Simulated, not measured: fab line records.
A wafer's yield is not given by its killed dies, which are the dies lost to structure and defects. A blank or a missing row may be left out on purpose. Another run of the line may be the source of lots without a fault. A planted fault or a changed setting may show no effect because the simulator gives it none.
Which tool was responsible? || flow berkeley_cmos170 || Sampling: 14 lots, 42 wafers, 3 of 331 route steps

== WHAT THE GAUGES SHOWED, per wafer ==
UCB170_CONTACT_OVL_MEAS_16.
{"lot": "L123", "measured": "day 8 04:31", "on": "overlay-02", "CONTACT_OVL (nm)": "-5 10 2"}
{"lot": "L126", "measured": "day 9 03:04", "on": "overlay-01", "CONTACT_OVL (nm)": "10 11 11"}
{"lot": "L124", "measured": "day 9 04:44", "on": "overlay-01", "CONTACT_OVL (nm)": "0 -1 4"}
{"lot": "L125", "measured": "day 9 05:07", "on": "overlay-01", "CONTACT_OVL (nm)": "-6 10 1"}
{"lot": "L127", "measured": "day 9 13:55", "on": "overlay-02", "CONTACT_OVL (nm)": "7 8 7"}
{"lot": "L128", "measured": "day 9 16:11", "on": "overlay-02", "CONTACT_OVL (nm)": "5 5 5"}
{"lot": "L136", "measured": "day 11 14:44", "on": "overlay-01", "CONTACT_OVL (nm)": "4 10 9"}
{"lot": "L141", "measured": "day 12 06:55", "on": "overlay-02", "CONTACT_OVL (nm)": "-6 -12 -3"}
{"lot": "L142", "measured": "day 12 07:42", "on": "overlay-02", "CONTACT_OVL (nm)": "7 4 3"}
{"lot": "L140", "measured": "day 12 09:56", "on": "overlay-02", "CONTACT_OVL (nm)": "8 13 6"}
{"lot": "L144", "measured": "day 12 19:15", "on": "overlay-02", "CONTACT_OVL (nm)": "4 10 9"}
{"lot": "L143", "measured": "day 12 19:36", "on": "overlay-02", "CONTACT_OVL (nm)": "4 7 4"}
{"lot": "L145", "measured": "day 13 09:15", "on": "overlay-01", "CONTACT_OVL (nm)": "13 17 -1"}
{"lot": "L146", "measured": "day 13 13:11", "on": "overlay-02", "CONTACT_OVL (nm)": "2 2 7"}

UCB170_M1_OVL_MEAS_10.
{"lot": "L123", "measured": "day 8 06:44", "on": "overlay-02", "M1_OVL (nm)": "2 4 3"}
{"lot": "L126", "measured": "day 9 05:00", "on": "overlay-02", "M1_OVL (nm)": "-15 -8 1"}
{"lot": "L124", "measured": "day 9 06:54", "on": "overlay-02", "M1_OVL (nm)": "-9 -4 -6"}
{"lot": "L125", "measured": "day 9 07:27", "on": "overlay-01", "M1_OVL (nm)": "-3 -1 6"}
{"lot": "L127", "measured": "day 9 16:55", "on": "overlay-02", "M1_OVL (nm)": "-2 -2 -2"}
{"lot": "L128", "measured": "day 9 18:34", "on": "overlay-01", "M1_OVL (nm)": "-8 -3 -2"}
{"lot": "L136", "measured": "day 11 16:34", "on": "overlay-02", "M1_OVL (nm)": "-10 -3 -4"}
{"lot": "L141", "measured": "day 12 09:04", "on": "overlay-01", "M1_OVL (nm)": "4 4 6"}
{"lot": "L142", "measured": "day 12 10:04", "on": "overlay-02", "M1_OVL (nm)": "-2 -2 -2"}
{"lot": "L140", "measured": "day 12 12:41", "on": "overlay-02", "M1_OVL (nm)": "8 -2 3"}
{"lot": "L144", "measured": "day 12 21:42", "on": "overlay-01", "M1_OVL (nm)": "-4 -2 0"}
{"lot": "L143", "measured": "day 12 21:58", "on": "overlay-02", "M1_OVL (nm)": "8 15 16"}
{"lot": "L145", "measured": "day 13 11:10", "on": "overlay-01", "M1_OVL (nm)": "0 -4 -3"}
{"lot": "L146", "measured": "day 13 15:01", "on": "overlay-02", "M1_OVL (nm)": "6 7 7"}

== WHAT TOOL EACH LOT RAN ON (gives the tool, then ch and the chambers of the sampled wafers, and finally the start) ==
{"lot": "L123", "UCB170_CONTACT_RTA_08": "rtp_anneal-01 ch 0, day 8 03:30"}
{"lot": "L126", "UCB170_CONTACT_RTA_08": "rtp_anneal-02 ch 0, day 9 01:55"}
{"lot": "L124", "UCB170_CONTACT_RTA_08": "rtp_anneal-01 ch 0, day 9 03:42"}
{"lot": "L125", "UCB170_CONTACT_RTA_08": "rtp_anneal-02 ch 0, day 9 03:51"}
{"lot": "L127", "UCB170_CONTACT_RTA_08": "rtp_anneal-01 ch 0, day 9 12:35"}
{"lot": "L128", "UCB170_CONTACT_RTA_08": "rtp_anneal-01 ch 0, day 9 14:23"}
{"lot": "L136", "UCB170_CONTACT_RTA_08": "rtp_anneal-02 ch 0, day 11 13:31"}
{"lot": "L141", "UCB170_CONTACT_RTA_08": "rtp_anneal-02 ch 0, day 12 05:30"}
{"lot": "L142", "UCB170_CONTACT_RTA_08": "rtp_anneal-01 ch 0, day 12 06:26"}
{"lot": "L140", "UCB170_CONTACT_RTA_08": "rtp_anneal-02 ch 0, day 12 08:16"}
{"lot": "L144", "UCB170_CONTACT_RTA_08": "rtp_anneal-01 ch 0, day 12 17:53"}
{"lot": "L143", "UCB170_CONTACT_RTA_08": "rtp_anneal-02 ch 0, day 12 18:17"}
{"lot": "L145", "UCB170_CONTACT_RTA_08": "rtp_anneal-01 ch 0, day 13 08:07"}
{"lot": "L146", "UCB170_CONTACT_RTA_08": "rtp_anneal-01 ch 0, day 13 12:10"}
- UCB170_CONTACT_RTA_08: time 10 s.

== WHAT THE TOOLS THEMSELVES READ (means of the sampled wafers that have a number; where no wafer has one, the mark that the record gives instead) ==
UCB170_CONTACT_RTA_08.
{"lot": "L123", "tool": "rtp_anneal-01", "lamp_power_pct (%)": 25.3, "wafer_temp_C_max": 904.1}
{"lot": "L126", "tool": "rtp_anneal-02", "lamp_power_pct (%)": 28.6, "wafer_temp_C_max": 903.5}
{"lot": "L124", "tool": "rtp_anneal-01", "lamp_power_pct (%)": 25.3, "wafer_temp_C_max": 904.6}
{"lot": "L125", "tool": "rtp_anneal-02", "lamp_power_pct (%)": 28.6, "wafer_temp_C_max": 904.0}
{"lot": "L127", "tool": "rtp_anneal-01", "lamp_power_pct (%)": 26.0, "wafer_temp_C_max": 913.2}
{"lot": "L128", "tool": "rtp_anneal-01", "lamp_power_pct (%)": 26.0, "wafer_temp_C_max": 912.3}
{"lot": "L136", "tool": "rtp_anneal-02", "lamp_power_pct (%)": 28.6, "wafer_temp_C_max": 904.1}
{"lot": "L141", "tool": "rtp_anneal-02", "lamp_power_pct (%)": 28.6, "wafer_temp_C_max": 903.7}
{"lot": "L142", "tool": "rtp_anneal-01", "lamp_power_pct (%)": 25.3, "wafer_temp_C_max": 904.4}
{"lot": "L140", "tool": "rtp_anneal-02", "lamp_power_pct (%)": 28.6, "wafer_temp_C_max": 903.7}
{"lot": "L144", "tool": "rtp_anneal-01", "lamp_power_pct (%)": 25.3, "wafer_temp_C_max": 903.9}
{"lot": "L143", "tool": "rtp_anneal-02", "lamp_power_pct (%)": 28.6, "wafer_temp_C_max": 903.9}
{"lot": "L145", "tool": "rtp_anneal-01", "lamp_power_pct (%)": 25.3, "wafer_temp_C_max": 904.6}
{"lot": "L146", "tool": "rtp_anneal-01", "lamp_power_pct (%)": 25.3, "wafer_temp_C_max": 904.2}

== THE ANSWER, worked out from the rows above alone ==
Rule: usual is defined by the lots themselves. Put in order of their means at a reading, lots are off if they are a third of the lots or fewer, leave a main group of 4 or more, and stand apart from it by a gap of 3 or more times the standard deviation of the main group's means; of several such gaps the widest counts. A main group whose means are all the same, to the digits that the tables above print for the reading, isn't used. A lot without any number at a reading at which 4 lots or more have one is off too. Any other lot the step has rows for is counted as sound. Order of review: gauges by route order, followed by the tools' own readings, for which a lot's mean as printed above is used. At the first step where some lot is off, the reading lying furthest off is the one used; lots without a number count as furthest.
Off, at UCB170_CONTACT_RTA_08 on wafer_temp_C_max: L127, L128. For the main group the mean is 904.1 and the standard deviation 0.34.
A tool fits if, at that step or a process step before it, it ran every lot that is off, and no sound lot after the first of them. No candidate that was tried fits.

== WHAT THE SIMULATOR HAD INSERTED ==
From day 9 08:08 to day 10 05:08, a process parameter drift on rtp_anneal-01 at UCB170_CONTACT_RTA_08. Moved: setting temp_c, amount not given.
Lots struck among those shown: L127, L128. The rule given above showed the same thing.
